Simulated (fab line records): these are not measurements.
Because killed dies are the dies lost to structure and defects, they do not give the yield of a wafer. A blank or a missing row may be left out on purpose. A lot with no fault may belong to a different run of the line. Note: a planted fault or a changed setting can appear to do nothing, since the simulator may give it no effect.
fab line records	flow rit_cmos
[record] lots = 5	wafers = 15	last_day = 7
route steps=202 shown PWELL@47 WELLDRIVE@50 NWELL@51 NRETRO@53 PRETRO@64
lots that met no fault: from a run of the same line without faults
start_h: hours from the record's opening day to when the first of the lot's shown wafers began	wait_h: hours from the lot's prior step to this one	" repeats the value in the row above	L1.1+2: one row covering several wafers at once	- value missing, or start not given	* or withheld: withheld	< > ~ a bound
route shown NAME@n: NAME is a module with steps in the file, n the number in the route of the first one	usual: average and standard deviation across the fault-free wafers	same: alike in all rows	chamber/n: place in a boat	sites: the reading at each site	_std_site: the values' standard deviation	_edge_site: inner sites' mean taken away from outer sites' mean	radius_mm: for every site, how far away it sits from the centre of the wafer	mask NAME#n: copy n	behind: the last tool/chamber to shape the wafer	hold: cause of the lot's hold/its duration in hours/its outcome	device: transistor that didn't switch, given as n, p or np	end of line: the tests these same wafers got at the end of their route	for a step that has no rows: nothing shown but its recipe	killed: at the first sort, the dies lost to defects and structure; wafer yield is something else	map: a wafer's dies, marking killed ones x, the rest . and places with no die _
set.NAME: setting as actually run; set.NAME@STEP: the setting as run at that earlier step	model.NAME: the simulator's own value behind a step, which no gauge read
lots at selected steps of the route; one table per step, one row per wafer
services: from which hour (start_h, from the record's first day; less than 0 if before it) a tool's chamber was out of use, for how many hours, and why
[[steps]]
[step RIT_PWELL_IMPLANT_08]
[recipe] species = B	energy_kev = 170	dose_cm2 = 7e+13	tilt_deg = 7
[usual] end_station_pressure_torr = 5.17e-06/2.7e-07	tilt_deg = 7.007/0.019
[same] implant_ion_amu = 11
lot.wafer	tool	chamber	start_h	wait_h	end_station_pressure_torr	tilt_deg
L079.2	implanter-04	0	48.00	0.2	5.39e-06	7.025
L079.3	"	0	"	"	5.6e-06	7.007
L079.4	"	0	"	"	5.3e-06	7.009
L081.1	implanter-03	0	57.97	0.2	5.08e-06	7.009
L081.2	"	0	"	"	4.69e-06	7.003
L081.3	"	0	"	"	5.54e-06	6.999
L092.1	implanter-03	0	113.00	0.2	5.47e-06	7.015
L092.3	"	0	"	"	5.23e-06	6.973
L092.5	"	0	"	"	5.45e-06	7.020
L094.2	implanter-03	0	122.39	0.2	4.89e-06	7.009
L094.3	"	0	"	"	5.17e-06	7.013
L094.6	"	0	"	"	5.5e-06	6.999
L096.2	implanter-01	0	132.88	0.2	5.38e-06	7.014
L096.4	"	0	"	"	5.42e-06	7.046
L096.5	"	0	"	"	4.51e-06	7.025
[step RIT_PWELL_STRIP_09]
[recipe] chemistry = O2	time_s = 180	resist = NOVOLAK	platen_temp_c = withheld	power_w = 500	pressure_mtorr = 4000	o2_flow_sccm = 4000
[usual] drypump_motor_current_A = 5.8/0.42
lot.wafer	tool	chamber	start_h	wait_h	drypump_motor_current_A	rf_hours_counter_h
L079.2	plasma_asher-04	0	48.12	0.1	6.3	42
L079.3	"	0	"	"	6.4	-
L079.4	"	1	"	"	6.1	-
L081.1	plasma_asher-03	1	58.12	0.1	5.5	29
L081.2	"	0	"	"	6.3	29
L081.3	"	1	"	"	5.5	-
L092.1	plasma_asher-03	1	113.15	0.1	5.6	35
L092.3	"	0	"	"	6.3	-
L092.5	"	0	"	"	6.3	-
L094.2	plasma_asher-02	1	122.51	0.1	5.5	1
L094.3	"	1	"	"	5.5	-
L094.6	"	0	"	"	5.2	-
L096.2	plasma_asher-02	0	133.01	0.1	5.2	2
L096.4	"	0	"	"	5.2	-
L096.5	"	0	"	"	5.2	-
[step RIT_PWELL_TW_MEAS_10]
[usual] PWELL_TW = 949/6
lot.wafer	tool	chamber	start_h	wait_h	PWELL_TW
L079.2	film_metro-01	-	48.31	0.1	941
L079.3	"	-	"	"	933
L079.4	"	-	"	"	940
L081.1	film_metro-04	-	58.30	0.1	960
L081.2	"	-	"	"	959
L081.3	"	-	"	"	956
L092.1	film_metro-03	-	113.32	0.1	953
L092.3	"	-	"	"	948
L092.5	"	-	"	"	957
L094.2	film_metro-04	-	122.70	0.1	954
L094.3	"	-	"	"	955
L094.6	"	-	"	"	955
L096.2	film_metro-01	-	133.19	0.1	944
L096.4	"	-	"	"	944
L096.5	"	-	"	"	941
[step RIT_WELLDRIVE_ANNEAL_00]
[recipe] temp_c = 1100	time_s = 14700	ambient = N2
[usual] zone_power_load_pct = 45/4.6
lot.wafer	tool	chamber	start_h	wait_h	zone_power_load_pct
L079.2	furnace-04	0	48.55	0.2	41
L079.3	"	0	"	"	41
L079.4	"	0	"	"	41
L081.1	furnace-04	0	58.55	0.2	41
L081.2	"	0	"	"	41
L081.3	"	0	"	"	41
L092.1	furnace-02	0	113.38	0.1	52
L092.3	"	0	"	"	52
L092.5	"	0	"	"	53
L094.2	furnace-04	0	123.28	0.6	42
L094.3	"	0	"	"	41
L094.6	"	0	"	"	41
L096.2	furnace-04	0	133.44	0.2	41
L096.4	"	0	"	"	40
L096.5	"	0	"	"	41
[step RIT_WELLDRIVE_RS_MEAS_01]
[recipe] thk_meas_gauge = four-point-probe
[usual] NWELL_RS = 275.7/0.78
lot.wafer	tool	chamber	start_h	wait_h	NWELL_RS[ohm/sq]
L079.2	film_metro-04	-	53.66	0.0	277.1
L079.3	"	-	"	"	277.9
L079.4	"	-	"	"	276.6
L081.1	film_metro-03	-	63.64	0.0	275.1
L081.2	"	-	"	"	275.9
L081.3	"	-	"	"	276.2
L092.1	film_metro-04	-	118.46	0.0	275.3
L092.3	"	-	"	"	276.1
L092.5	"	-	"	"	277.1
L094.2	film_metro-04	-	128.38	0.0	276.3
L094.3	"	-	"	"	276.3
L094.6	"	-	"	"	277.0
L096.2	film_metro-01	-	138.55	0.0	274.9
L096.4	"	-	"	"	273.7
L096.5	"	-	"	"	275.4
[step RIT_WELLDRIVE_RS_MEAS_02]
[recipe] thk_meas_gauge = four-point-probe
[usual] PWELL_RS = 429.5/1.7
lot.wafer	tool	chamber	start_h	wait_h	PWELL_RS[ohm/sq]
L079.2	film_metro-04	-	53.78	0.1	431.8
L079.3	"	-	"	"	432.9
L079.4	"	-	"	"	431.6
L081.1	film_metro-03	-	63.76	0.1	428.8
L081.2	"	-	"	"	429.5
L081.3	"	-	"	"	427.6
L092.1	film_metro-04	-	118.58	0.1	428.5
L092.3	"	-	"	"	429.2
L092.5	"	-	"	"	427.6
L094.2	film_metro-04	-	128.50	0.1	430.9
L094.3	"	-	"	"	431.2
L094.6	"	-	"	"	432.5
L096.2	film_metro-01	-	138.67	0.1	429.1
L096.4	"	-	"	"	427.6
L096.5	"	-	"	"	429.9
[step RIT_NRETRO_HMDS_00]
[recipe] prime_time_s = 60	prime_temp_c = 140
[usual] chill_plate_temp_C = 23.01/0.095
lot.wafer	tool	chamber	start_h	wait_h	chill_plate_temp_C
L079.2	litho_track-04	0	53.90	0.1	23.01
L079.3	"	0	"	"	22.92
L079.4	"	0	"	"	22.96
L081.1	litho_track-04	0	63.88	0.1	23.06
L081.2	"	0	"	"	23.12
L081.3	"	0	"	"	22.89
L092.1	litho_track-03	0	118.70	0.1	22.99
L092.3	"	0	"	"	22.76
L092.5	"	0	"	"	23.01
L094.2	litho_track-01	0	128.63	0.1	23.03
L094.3	"	0	"	"	22.92
L094.6	"	0	"	"	22.97
L096.2	litho_track-03	0	138.79	0.1	22.99
L096.4	"	0	"	"	22.88
L096.5	"	0	"	"	23.00
[step RIT_NRETRO_COAT_01]
[recipe] resist = NOVOLAK	spin_rpm = 2000	resist_thk_nm = 1300
[usual] chill_plate_temp_C = 23.02/0.12	dispense_pressure_kPa = 54.4/3
lot.wafer	tool	chamber	start_h	wait_h	chill_plate_temp_C	dispense_pressure_kPa
L079.2	litho_track-04	0	54.05	0.1	23.11	56.0
L079.3	"	0	"	"	22.88	56.0
L079.4	"	0	"	"	22.93	56.0
L081.1	litho_track-04	0	64.03	0.1	23.17	56.1
L081.2	"	0	"	"	23.14	56.0
L081.3	"	0	"	"	22.96	56.0
L092.1	litho_track-03	0	118.85	0.1	23.02	50.3
L092.3	"	0	"	"	23.03	50.2
L092.5	"	0	"	"	23.13	50.2
L094.2	litho_track-01	0	128.78	0.1	22.94	56.9
L094.3	"	0	"	"	22.93	56.8
L094.6	"	0	"	"	22.98	56.9
L096.2	litho_track-03	0	138.94	0.1	23.06	50.2
L096.4	"	0	"	"	23.01	50.3
L096.5	"	0	"	"	23.04	50.2
[step RIT_NRETRO_SOFTBAKE_02]
[recipe] resist = NOVOLAK	temp_c = 90	time_s = 60
[usual] chill_plate_temp_C = 23.00/0.09
lot.wafer	tool	chamber	start_h	wait_h	chill_plate_temp_C
L079.2	litho_track-04	0	54.20	0.1	23.07
L079.3	"	0	"	"	23.01
L079.4	"	0	"	"	23.04
L081.1	litho_track-04	0	64.18	0.1	23.03
L081.2	"	0	"	"	23.15
L081.3	"	0	"	"	23.03
L092.1	litho_track-03	0	119.00	0.1	23.15
L092.3	"	0	"	"	23.06
L092.5	"	0	"	"	22.91
L094.2	litho_track-01	0	128.93	0.1	22.92
L094.3	"	0	"	"	23.02
L094.6	"	0	"	"	22.99
L096.2	litho_track-03	0	139.09	0.1	23.03
L096.4	"	0	"	"	22.83
L096.5	"	0	"	"	22.88
[step RIT_NRETRO_EXPOSE_03]
[recipe] mask_id = M4	na = 0.57	target_cd_nm = 43900	dose_mj = 250
lot.wafer	tool	chamber	start_h	wait_h	mask
L079.2+3+4	iline_stepper-02	0	54.35	0.1	M4#0
L081.1+2+3	iline_stepper-01	0	64.45	0.2	M4#0
L092.1+3+5	iline_stepper-02	0	119.15	0.1	M4#0
L094.2+3+6	iline_stepper-02	0	129.07	0.1	M4#0
L096.2+4+5	iline_stepper-02	0	139.36	0.2	M4#0
[step RIT_NRETRO_PEB_04]
[recipe] resist = NOVOLAK	temp_c = withheld	time_s = withheld
[usual] chill_plate_temp_C = *
lot.wafer	tool	chamber	start_h	wait_h	chill_plate_temp_C
L079.2	litho_track-03	0	54.47	0.1	*
L079.3	"	0	"	"	*
L079.4	"	0	"	"	*
L081.1	litho_track-04	0	64.57	0.1	*
L081.2	"	0	"	"	*
L081.3	"	0	"	"	*
L092.1	litho_track-01	0	119.27	0.1	*
L092.3	"	0	"	"	*
L092.5	"	0	"	"	*
L094.2	litho_track-04	0	129.19	0.1	*
L094.3	"	0	"	"	*
L094.6	"	0	"	"	*
L096.2	litho_track-04	0	139.48	0.1	*
L096.4	"	0	"	"	*
L096.5	"	0	"	"	*
[step RIT_NRETRO_DEVELOP_05]
[recipe] resist = NOVOLAK	develop_time_s = 68	dev_temp_c = 23
[usual] chill_plate_temp_C = 23.01/0.11
[same] develop_time_s = 68
lot.wafer	tool	chamber	start_h	wait_h	chill_plate_temp_C
L079.2	litho_track-03	0	-	-	23.20
L079.3	"	0	"	"	23.14
L079.4	"	0	"	"	23.05
L081.1	litho_track-04	0	-	-	23.11
L081.2	"	0	"	"	23.21
L081.3	"	0	"	"	23.24
L092.1	litho_track-01	0	-	-	23.15
L092.3	"	0	"	"	23.04
L092.5	"	0	"	"	23.03
L094.2	litho_track-04	0	-	-	23.09
L094.3	"	0	"	"	22.85
L094.6	"	0	"	"	22.94
L096.2	litho_track-04	0	-	-	22.84
L096.4	"	0	"	"	22.99
L096.5	"	0	"	"	22.92
[step RIT_NRETRO_OVL_MEAS_06]
[usual] NRETRO_OVL = 0.1/1.4
lot.wafer	tool	chamber	start_h	wait_h	NRETRO_OVL[nm]
L079.2	overlay-01	-	54.76	-	-0.5
L079.3	"	-	"	"	-0.5
L079.4	"	-	"	"	-0.4
L081.1	overlay-02	-	64.88	-	-0.6
L081.2	"	-	"	"	-1.3
L081.3	"	-	"	"	0.4
L092.1	overlay-01	-	119.58	-	0.2
L092.3	"	-	"	"	0.8
L092.5	"	-	"	"	-0.2
L094.2	overlay-02	-	129.49	-	-2.7
L094.3	"	-	"	"	-0.4
L094.6	"	-	"	"	-0.6
L096.2	overlay-01	-	139.78	-	0.2
L096.4	"	-	"	"	-1.4
L096.5	"	-	"	"	2.1
[step RIT_NRETRO_HARDBAKE_07]
[recipe] resist = NOVOLAK	temp_c = 140	time_s = 120
[usual] chill_plate_temp_C = 23.01/0.11
lot.wafer	tool	chamber	start_h	wait_h	chill_plate_temp_C
L079.2	litho_track-01	0	54.88	0.1	22.96
L079.3	"	0	"	"	22.95
L079.4	"	0	"	"	23.00
L081.1	litho_track-03	0	64.92	0.0	23.01
L081.2	"	0	"	"	23.02
L081.3	"	0	"	"	23.07
L092.1	litho_track-01	0	119.62	0.0	23.07
L092.3	"	0	"	"	22.89
L092.5	"	0	"	"	23.14
L094.2	litho_track-01	0	129.56	0.1	22.99
L094.3	"	0	"	"	23.12
L094.6	"	0	"	"	23.17
L096.2	litho_track-01	0	139.85	0.1	23.02
L096.4	"	0	"	"	22.93
L096.5	"	0	"	"	22.97
[step RIT_NRETRO_IMPLANT_08]
[recipe] species = P	energy_kev = 70	dose_cm2 = 1e+13	tilt_deg = 7
[usual] end_station_pressure_torr = 5.01e-06/2.5e-07	tilt_deg = 6.996/0.017
[same] implant_ion_amu = 31
lot.wafer	tool	chamber	start_h	wait_h	end_station_pressure_torr	tilt_deg
L079.2	implanter-04	0	55.11	0.2	4.87e-06	6.998
L079.3	"	0	"	"	4.38e-06	6.975
L079.4	"	0	"	"	4.83e-06	7.002
L081.1	implanter-01	0	65.17	0.2	5.36e-06	6.984
L081.2	"	0	"	"	5.41e-06	7.011
L081.3	"	0	"	"	5.35e-06	7.000
L092.1	implanter-04	0	119.87	0.2	5.07e-06	7.006
L092.3	"	0	"	"	4.79e-06	6.983
L092.5	"	0	"	"	4.82e-06	6.994
L094.2	implanter-01	0	129.79	0.2	5.23e-06	7.000
L094.3	"	0	"	"	4.87e-06	6.965
L094.6	"	0	"	"	5.22e-06	6.995
L096.2	implanter-04	0	140.08	0.2	5.09e-06	6.984
L096.4	"	0	"	"	4.91e-06	6.978
L096.5	"	0	"	"	5.73e-06	6.967
[step RIT_NRETRO_STRIP_09]
[recipe] chemistry = O2	time_s = 180	resist = NOVOLAK	platen_temp_c = withheld	power_w = 500	pressure_mtorr = 4000	o2_flow_sccm = 4000
[usual] drypump_motor_current_A = 6.0/0.32
lot.wafer	tool	chamber	start_h	wait_h	drypump_motor_current_A	rf_hours_counter_h
L079.2	plasma_asher-03	1	55.23	0.1	5.6	28
L079.3	"	0	"	"	6.3	-
L079.4	"	1	"	"	5.6	-
L081.1	plasma_asher-04	1	65.32	0.1	6.1	45
L081.2	"	0	"	"	6.3	45
L081.3	"	0	"	"	6.3	-
L092.1	plasma_asher-04	0	120.02	0.1	6.2	51
L092.3	"	0	"	"	6.3	-
L092.5	"	0	"	"	6.3	-
L094.2	plasma_asher-03	0	129.92	0.1	6.3	37
L094.3	"	1	"	"	5.5	-
L094.6	"	0	"	"	6.3	-
L096.2	plasma_asher-04	0	140.21	0.1	6.2	54
L096.4	"	1	"	"	6.1	-
L096.5	"	1	"	"	6.1	-
[step RIT_NRETRO_TW_MEAS_10]
[usual] NRETRO_TW = 1053/4.2
lot.wafer	tool	chamber	start_h	wait_h	NRETRO_TW
L079.2	film_metro-03	-	55.42	0.1	1051
L079.3	"	-	"	"	1056
L079.4	"	-	"	"	1060
L081.1	film_metro-04	-	65.49	0.1	1052
L081.2	"	-	"	"	1056
L081.3	"	-	"	"	1055
L092.1	film_metro-04	-	120.20	0.1	1060
L092.3	"	-	"	"	1048
L092.5	"	-	"	"	1063
L094.2	film_metro-03	-	130.10	0.1	1052
L094.3	"	-	"	"	1054
L094.6	"	-	"	"	1055
L096.2	film_metro-02	-	140.39	0.1	1049
L096.4	"	-	"	"	1051
L096.5	"	-	"	"	1052
[step RIT_PRETRO_HMDS_00]
[recipe] prime_time_s = 60	prime_temp_c = 140
[usual] chill_plate_temp_C = 22.97/0.1
lot.wafer	tool	chamber	start_h	wait_h	chill_plate_temp_C
L079.2	litho_track-01	0	55.49	0.1	23.06
L079.3	"	0	"	"	22.94
L079.4	"	0	"	"	22.91
L081.1	litho_track-01	0	65.55	0.1	22.95
L081.2	"	0	"	"	23.08
L081.3	"	0	"	"	22.94
L092.1	litho_track-03	0	120.26	0.1	23.06
L092.3	"	0	"	"	22.98
L092.5	"	0	"	"	23.09
L094.2	litho_track-01	0	130.18	0.1	22.82
L094.3	"	0	"	"	22.85
L094.6	"	0	"	"	22.78
L096.2	litho_track-02	0	140.47	0.1	22.88
L096.4	"	0	"	"	22.68
L096.5	"	0	"	"	22.89
[step RIT_PRETRO_COAT_01]
[recipe] resist = NOVOLAK	spin_rpm = 2000	resist_thk_nm = 1300
[usual] chill_plate_temp_C = 23.01/0.11	dispense_pressure_kPa = 53.7/2.9
lot.wafer	tool	chamber	start_h	wait_h	chill_plate_temp_C	dispense_pressure_kPa
L079.2	litho_track-01	0	55.64	0.1	22.99	56.9
L079.3	"	0	"	"	22.95	56.9
L079.4	"	0	"	"	22.83	56.9
L081.1	litho_track-01	0	65.70	0.1	22.92	56.9
L081.2	"	0	"	"	23.14	56.9
L081.3	"	0	"	"	23.09	56.9
L092.1	litho_track-03	0	120.41	0.1	23.22	50.3
L092.3	"	0	"	"	22.91	50.2
L092.5	"	0	"	"	23.04	50.2
L094.2	litho_track-01	0	130.33	0.1	23.17	56.9
L094.3	"	0	"	"	23.15	56.9
L094.6	"	0	"	"	23.28	56.9
L096.2	litho_track-02	0	140.62	0.1	23.32	54.2
L096.4	"	0	"	"	23.03	54.2
L096.5	"	0	"	"	23.26	54.1
[step RIT_PRETRO_SOFTBAKE_02]
[recipe] resist = NOVOLAK	temp_c = 90	time_s = 60
[usual] chill_plate_temp_C = 23.03/0.1
lot.wafer	tool	chamber	start_h	wait_h	chill_plate_temp_C
L079.2	litho_track-01	0	55.79	0.1	23.15
L079.3	"	0	"	"	23.16
L079.4	"	0	"	"	23.09
L081.1	litho_track-01	0	65.85	0.1	23.05
L081.2	"	0	"	"	23.07
L081.3	"	0	"	"	23.13
L092.1	litho_track-03	0	120.56	0.1	23.08
L092.3	"	0	"	"	23.06
L092.5	"	0	"	"	23.01
L094.2	litho_track-01	0	130.48	0.1	23.01
L094.3	"	0	"	"	23.16
L094.6	"	0	"	"	23.07
L096.2	litho_track-02	0	140.77	0.1	23.13
L096.4	"	0	"	"	23.07
L096.5	"	0	"	"	23.06
[step RIT_PRETRO_EXPOSE_03]
[recipe] mask_id = M5	na = 0.57	target_cd_nm = 43700	dose_mj = 250
lot.wafer	tool	chamber	start_h	wait_h	mask
L079.2+3+4	iline_stepper-02	0	55.94	0.1	M5#0
L081.1+2+3	iline_stepper-01	0	66.13	0.2	M5#0
L092.1+3+5	iline_stepper-01	0	120.83	0.2	M5#0
L094.2+3+6	iline_stepper-02	0	130.86	0.4	M5#0
L096.2+4+5	iline_stepper-02	0	140.91	0.1	M5#0
[step RIT_PRETRO_PEB_04]
[recipe] resist = NOVOLAK	temp_c = withheld	time_s = withheld
[usual] chill_plate_temp_C = *
lot.wafer	tool	chamber	start_h	wait_h	chill_plate_temp_C
L079.2	litho_track-02	0	56.06	0.1	*
L079.3	"	0	"	"	*
L079.4	"	0	"	"	*
L081.1	litho_track-01	0	66.24	0.1	*
L081.2	"	0	"	"	*
L081.3	"	0	"	"	*
L092.1	litho_track-03	0	120.95	0.1	*
L092.3	"	0	"	"	*
L092.5	"	0	"	"	*
L094.2	litho_track-03	0	131.07	0.2	*
L094.3	"	0	"	"	*
L094.6	"	0	"	"	*
L096.2	litho_track-01	0	141.10	0.2	*
L096.4	"	0	"	"	*
L096.5	"	0	"	"	*
[step RIT_PRETRO_DEVELOP_05]
[recipe] resist = NOVOLAK	develop_time_s = 68	dev_temp_c = 23
[usual] chill_plate_temp_C = 22.99/0.12
[same] develop_time_s = 68
lot.wafer	tool	chamber	start_h	wait_h	chill_plate_temp_C
L079.2	litho_track-02	0	-	-	23.14
L079.3	"	0	"	"	23.11
L079.4	"	0	"	"	23.14
L081.1	litho_track-01	0	-	-	23.12
L081.2	"	0	"	"	22.96
L081.3	"	0	"	"	23.11
L092.1	litho_track-03	0	-	-	23.05
L092.3	"	0	"	"	22.91
L092.5	"	0	"	"	22.87
L094.2	litho_track-03	0	-	-	23.04
L094.3	"	0	"	"	23.13
L094.6	"	0	"	"	23.02
L096.2	litho_track-01	0	-	-	22.96
L096.4	"	0	"	"	22.95
L096.5	"	0	"	"	22.92
[step RIT_PRETRO_OVL_MEAS_06]
[usual] PRETRO_OVL = 0.1/1.3
lot.wafer	tool	chamber	start_h	wait_h	PRETRO_OVL[nm]
L079.2	overlay-01	-	56.36	-	-1.0
L079.3	"	-	"	"	0.5
L079.4	"	-	"	"	-0.7
L081.1	overlay-02	-	66.56	-	1.2
L081.2	"	-	"	"	0.3
L081.3	"	-	"	"	1.0
L092.1	overlay-01	-	121.26	-	-0.5
L092.3	"	-	"	"	-0.8
L092.5	"	-	"	"	-0.5
L094.2	overlay-02	-	131.37	-	1.0
L094.3	"	-	"	"	0.2
L094.6	"	-	"	"	0.8
L096.2	overlay-02	-	141.39	-	-1.6
L096.4	"	-	"	"	-2.2
L096.5	"	-	"	"	-2.1
[[services]]
tool	chamber	start_h	hours	kind
implanter-03	-	44.16	9.5	repair
iline_stepper-02	-	47.05	1.7	pm
implanter-04	-	65.94	1.4	repair
plasma_asher-02	-	69.46	7.5	repair
furnace-02	-	72.28	2.9	pm
implanter-01	-	77.38	49.9	pm
furnace-04	-	83.67	3.8	pm
implanter-04	-	86.29	2.8	repair
furnace-02	-	87.88	3.8	pm
plasma_asher-03	-	93.85	2.8	pm
plasma_asher-02	-	108.75	9.0	pm
plasma_asher-02	0	108.75	9.0	vent_cycle
plasma_asher-02	1	108.75	9.0	vent_cycle
plasma_asher-02	0	117.75	-	clean
plasma_asher-02	1	117.75	-	clean
iline_stepper-01	-	122.91	1.7	pm
implanter-03	-	126.30	4.0	pm
[[key]]
fault none
